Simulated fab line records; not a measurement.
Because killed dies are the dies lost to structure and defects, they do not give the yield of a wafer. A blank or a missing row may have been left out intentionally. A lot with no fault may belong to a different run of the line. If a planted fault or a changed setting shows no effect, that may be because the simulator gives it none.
Problem report in the 8D (eight disciplines) form, filled by code :: flow berkeley_cmos170 :: the parts of the form that need people (team, actions taken, sign-off) are left out

## 1. PROBLEM STATEMENT
Wafers without a fault read 21.97 s, standard deviation 0.066; strip_time_to_endpoint_s at UCB170_CONTACT_STRIP_06 reads a mean of 22.67 s on 9 wafers belonging to 3 lots. That puts it +11 standard deviations away from the usual mean.
The step: strips in O2.
The first sign was on wafer L971.1 at day 9 03:28, on plasma_asher-04. The record holds 45 wafers of 15 lots with a number at this step. The rule behind "out" and "out of limits": a value lying over 4 standard deviations away from the usual mean. Any other wafer with a number is counted as sound.

## 2. WHAT THIS IS AND IS NOT
question: which readings at this step
is: strip_time_to_endpoint_s
is not: drypump_motor_current_A, oes_product_au

question: which lots
is: L971, L972, L975
is not: L960, L961, L962, L964, L965, L968, L969, L970, L973, L979, L982, L983

question: which wafers of those lots
is: all that have a number
is not: -

question: read on which tools
is: plasma_asher-04
is not: plasma_asher-01, plasma_asher-02

question: when
is: from day 9 03:28
is not: up to then (24 sound wafers); but 12 sound wafers of L973, L979, L982, L983 came after

## 3. SUSPECTS, AND WHAT RULES EACH OUT
Counting: a tool at a process step up to the reading stays a suspect if it ran every lot that is out and no sound lot after the first of them.
- litho_track-01 at UCB170_CONTACT_COAT_04 (resist thk 900 nm): ruled out as a lasting fault. Sound lots L983 ran on it after its first lot that is out, L971 (day 9 03:10).
- plasma_asher-04 at UCB170_CONTACT_STRIP_06 (strips in O2): ruled out as a lasting fault. Sound lots L983 ran on it after its first lot that is out, L971 (day 9 03:28).
Left after counting: nothing in the record.

## 4. THE CAUSE (what the simulator had put in)
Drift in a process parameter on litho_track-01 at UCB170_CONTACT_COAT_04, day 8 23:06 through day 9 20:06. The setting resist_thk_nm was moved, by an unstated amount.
The count ruled it out by mistake, since the rule takes a fault to strike every lot its tool runs from the start of the fault on, and this one did not do so.

## 5. THE EFFECT CHAIN, in route order
Each row: a reading whose mean over the struck wafers that have a number lies more than 3 standard deviations from the usual. Readings are gone through only where the record gives a usual standard deviation; hours: the median, over the lots, of the time from a lot's start at the first step in this table giving one to that lot's start at this step; sigmas: the change measured in usual standard deviations.
hours: 0
step: UCB170_CONTACT_STRIP_06
reading: strip_time_to_endpoint_s
usual: 21.97 s
on struck wafers: 22.67
change: +0.70
sigmas: +11
Its process steps:
- UCB170_CONTACT_STRIP_06: strips in O2.

## 6. WHAT WOULD HAVE CAUGHT IT SOONER
In this record no reading fell out of limits until day 9 03:28, 4 hours after the fault had begun at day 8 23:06.
